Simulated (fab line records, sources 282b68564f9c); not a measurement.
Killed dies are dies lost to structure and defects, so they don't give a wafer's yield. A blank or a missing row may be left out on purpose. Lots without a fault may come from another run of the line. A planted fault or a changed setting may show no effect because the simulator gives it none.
Split-lot experiment | flow rit_cmos | 5 lots, 23 wafers read, on a route of 202 steps

THE SPLIT
At RIT_PWELL_IMPLANT_08, the setting dose_cm2 was moved away from the recipe's 7e+13 on 8 of the 23 wafers read, by -7.4% to +5.0%. The other wafers ran this setting at the recipe's value.

FROM THE SPLIT TO THE READING: what the file shows between them, 3 steps
- RIT_PWELL_STRIP_09: strips in O2, time 180 s
- RIT_WELLDRIVE_ANNEAL_00: time 14700 s
- RIT_WELLDRIVE_RS_MEAS_01: measures by four-point-probe

THE READING
PWELL_RS, in ohm/sq, at RIT_WELLDRIVE_RS_MEAS_02 (measures by four-point-probe). Fault-free wafers of this fab line usually give 429.6 ohm/sq, standard deviation 1 ohm/sq.

wafer  | tool, chamber at the split | dose_cm2 as run | against the recipe | PWELL_RS, ohm/sq | against lot-mates on the recipe
L076.1 | implanter-03, 0            | 7e+13           | recipe             | 428.7            | -
L076.2 | implanter-03, 0            | 7e+13           | recipe             | 428.2            | -
L076.4 | implanter-03, 0            | 7e+13           | recipe             | 429.3            | -
L076.5 | implanter-03, 0            | 6.554e+13       | -6.4%              | 447.3            | +18.6
L076.6 | implanter-03, 0            | 6.554e+13       | -6.4%              | 447.5            | +18.8
L077.2 | implanter-03, 0            | 7e+13           | recipe             | 428.4            | -
L077.3 | implanter-03, 0            | 6.814e+13       | -2.7%              | 436.8            | +7.5
L077.4 | implanter-03, 0            | 6.814e+13       | -2.7%              | 437.3            | +8.0
L077.5 | implanter-03, 0            | 7e+13           | recipe             | 430.5            | -
L077.6 | implanter-03, 0            | 7e+13           | recipe             | 429.0            | -
L081.3 | implanter-03, 0            | 7e+13           | recipe             | 427.5            | -
L081.4 | implanter-03, 0            | 7e+13           | recipe             | 428.6            | -
L081.5 | implanter-03, 0            | 7e+13           | recipe             | 429.8            | -
L082.1 | implanter-04, 0            | 7e+13           | recipe             | 429.1            | -
L082.2 | implanter-04, 0            | 6.48e+13        | -7.4%              | 451.7            | +22.5
L082.3 | implanter-04, 0            | 7e+13           | recipe             | 429.2            | -
L082.5 | implanter-04, 0            | 6.48e+13        | -7.4%              | 451.2            | +22.0
L082.6 | implanter-04, 0            | 7e+13           | recipe             | 429.2            | -
L083.1 | implanter-03, 0            | 7e+13           | recipe             | 429.4            | -
L083.2 | implanter-03, 0            | 7e+13           | recipe             | 428.9            | -
L083.3 | implanter-03, 0            | 7.347e+13       | +5.0%              | 417.1            | -11.8
L083.5 | implanter-03, 0            | 7e+13           | recipe             | 428.3            | -
L083.6 | implanter-03, 0            | 7.347e+13       | +5.0%              | 416.3            | -12.6

THE FIT
A straight line over all 23 wafers: PWELL_RS changes by -2.85 ohm/sq for each +1% of dose_cm2; r = -1.00; the points scatter about the line by 0.88 ohm/sq.
The same after taking each lot's own level away (the mean of its wafers on the recipe; 23 wafers): -2.84 ohm/sq for each +1%; r = -1.00; scatter 0.85 ohm/sq.
On that fit, the largest move of dose_cm2 shifts the reading by 21 ohm/sq.
The lots' own levels span 428.63 to 429.30 ohm/sq, that is 0.7 times the standard deviation above.
So the lot-to-lot level changes the slope little: the two slopes agree.
Check: with one of the wafers moved furthest among these (-7.4%) left out of the fit, the line predicts +21.1 ohm/sq for it against its lot-mates. It came out at +22.5 ohm/sq against them.

OTHER SPLITS ON THESE WAFERS
These wafers also went through other splits before the reading. Each is held against what the fit with the lots' levels taken away leaves over:
other split on the same wafers    | wafers away from the commonest value | r with PWELL_RS (lot level and that fit taken away)
RIT_ACTIVE_COAT_06 resist_thk_nm  | 9                                    | -0.10
RIT_ACTIVE_SOFTBAKE_07 temp_c     | 9                                    | +0.16
RIT_ACTIVE_ETCH_13 over_etch_frac | 4                                    | -0.14
RIT_FOX1_OXIDATION_00 temp_c      | 10                                   | +0.05
RIT_NWELL_COAT_01 resist_thk_nm   | 7                                    | +0.12
RIT_NWELL_IMPLANT_08 dose_cm2     | 9                                    | -0.34
RIT_PWELL_COAT_01 resist_thk_nm   | 8                                    | +0.11

THE FILE'S OWN FIT
PWELL_RS changes by -2.87 ohm/sq for each +1% of dose_cm2, r = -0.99.
